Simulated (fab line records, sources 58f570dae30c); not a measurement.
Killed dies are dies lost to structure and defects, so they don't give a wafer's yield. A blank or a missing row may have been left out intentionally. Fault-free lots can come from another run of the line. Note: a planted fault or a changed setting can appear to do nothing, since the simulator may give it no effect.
Which of the tools did it? | flow berkeley cmos170 | 7 lots with 21 wafers sampled at 3 steps, on a route of 331 steps

== WHAT THE GAUGES SHOWED, per wafer ==
UCB170_NWELL_TW_MEAS_16.
lot  | measured    | on            | NWELL_TW
L638 | day 2 21:32 | film metro-02 | 1253 1250 1248
L639 | day 3 05:45 | film metro-02 | 1260 1256 1255
L642 | day 3 16:10 | film metro-02 | 1255 1260 1255
L653 | day 5 20:48 | film metro-03 | 1239 1243 1242
L656 | day 6 18:37 | film metro-02 | 1262 1261 1269
L659 | day 7 11:52 | film metro-01 | 1263 1268 1264

== EACH LOT AND THE TOOL THAT RAN IT (in order: tool; ch and the chambers of the sampled wafers; start) ==
lot  | UCB170_ZERO_ETCH_06               | UCB170_ZERO_STRIP_07
L638 | rie diel-01 ch 1,2,3, day 2 04:23 | plasma asher-02 ch 0,1, day 2 04:25
L639 | rie diel-02 ch 1,2, day 2 12:28   | plasma asher-03 ch 0,1, day 2 12:31
L642 | rie diel-01 ch 0,1,3, day 3 05:12 | plasma asher-01 ch 0,1, day 3 05:13
L644 | rie diel-04 ch 2,3, day 3 09:55   | plasma asher-01 ch 0, day 3 09:56
L653 | rie diel-01 ch 0,2,3, day 5 07:56 | plasma asher-01 ch 0,1, day 5 07:58
L656 | rie diel-01 ch 0,3, day 5 23:56   | plasma asher-02 ch 0,1, day 6 00:00
L659 | rie diel-04 ch 2,3, day 6 23:47   | plasma asher-03 ch 0, day 6 23:48
- UCB170_ZERO_ETCH_06: etches SiO2 in CHF3/CF4/Ar, time 12 s.
- UCB170_ZERO_STRIP_07: strips in O2.

== THE ANSWER, worked out from the rows above alone ==
Rule: usual is defined by the lots themselves. Put in order of their means at a reading, lots are off if they are a third of the lots or fewer, leave a main group of 4 or more, and stand apart from it by a gap of 3 or more times the standard deviation of the main group's means; of several such gaps the widest counts. Not used: any main group whose means are identical at the precision the tables above print for the reading. Also off: a lot with no number at a reading for which 4 or more lots have one. Any other lot the step has rows for is counted as sound.
Across all readings shown, no lot is off: no conclusion can be drawn from this.

== WHAT THE SIMULATOR HAD PUT IN ==
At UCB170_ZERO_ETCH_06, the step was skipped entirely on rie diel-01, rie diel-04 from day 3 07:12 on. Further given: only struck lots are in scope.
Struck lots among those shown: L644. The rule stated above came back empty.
